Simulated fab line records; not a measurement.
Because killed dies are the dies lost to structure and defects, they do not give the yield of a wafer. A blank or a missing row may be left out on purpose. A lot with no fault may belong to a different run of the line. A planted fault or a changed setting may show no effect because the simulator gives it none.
Matching of chambers | flow berkeleyCmos170 | UCB170_ZERO_ETCH_06 on rieDiel-02 has 4 sister chambers
The step etches SiO2 in CHF3/CF4/Ar, time 12 s. 8 wafers are shown with their chamber, then 7 later ones without.

WAFERS PAIRED WITH THEIR CHAMBERS
wafer  | chamber | throttleValvePct (%) | oesProductAu (a.u.)
L901.2 | 0       | 9.12                 | 0.612
L904.1 | 3       | 9.36                 | 0.626
L904.3 | 0       | 9.11                 | 0.607
L904.5 | 2       | 8.92                 | 0.623
L911.3 | 2       | 8.93                 | 0.623
L911.4 | 3       | 9.34                 | 0.615
L912.3 | 1       | 9.13                 | 0.627
L912.4 | 1       | 9.14                 | 0.621

WAFERS WITHOUT THEIR CHAMBER
wafer  | throttleValvePct (%) | oesProductAu (a.u.)
L912.6 | 9.34                 | 0.624
L915.2 | 9.11                 | 0.615
L915.5 | 9.14                 | 0.622
L915.6 | 9.12                 | 0.622
L918.1 | 9.13                 | 0.623
L918.3 | 9.13                 | 0.625
L918.4 | 8.90                 | 0.619

WHICH CHAMBER EACH ONE RAN IN
wafer  | from the rows above     | in truth
L912.6 | 3                       | 3
L915.2 | 0                       | 0
L915.5 | 1                       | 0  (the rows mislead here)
L915.6 | can't be placed: 1 or 0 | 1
L918.1 | 1                       | 1
L918.3 | 1                       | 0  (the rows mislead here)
L918.4 | 2                       | 2
4 of 7 placed correctly. From these rows, 1 cannot be placed; in 1 the true chamber is one of the candidates. 2 placed wrongly.
How it was worked out, from the rows above alone: a wafer's distance from a chamber is the root of the sum, over the readings, of the square of ((its reading less the chamber's mean) divided by the reading's scatter). If the next closest chamber is less than 2 further off than the closest, the wafer can't be placed; otherwise it belongs to the closest. Each chamber's mean is taken over the wafers shown for it. The scatter: take each reading less its chamber's mean, square it, sum over the shown wafers, divide by the number of wafers less the number of chambers, and take the root.
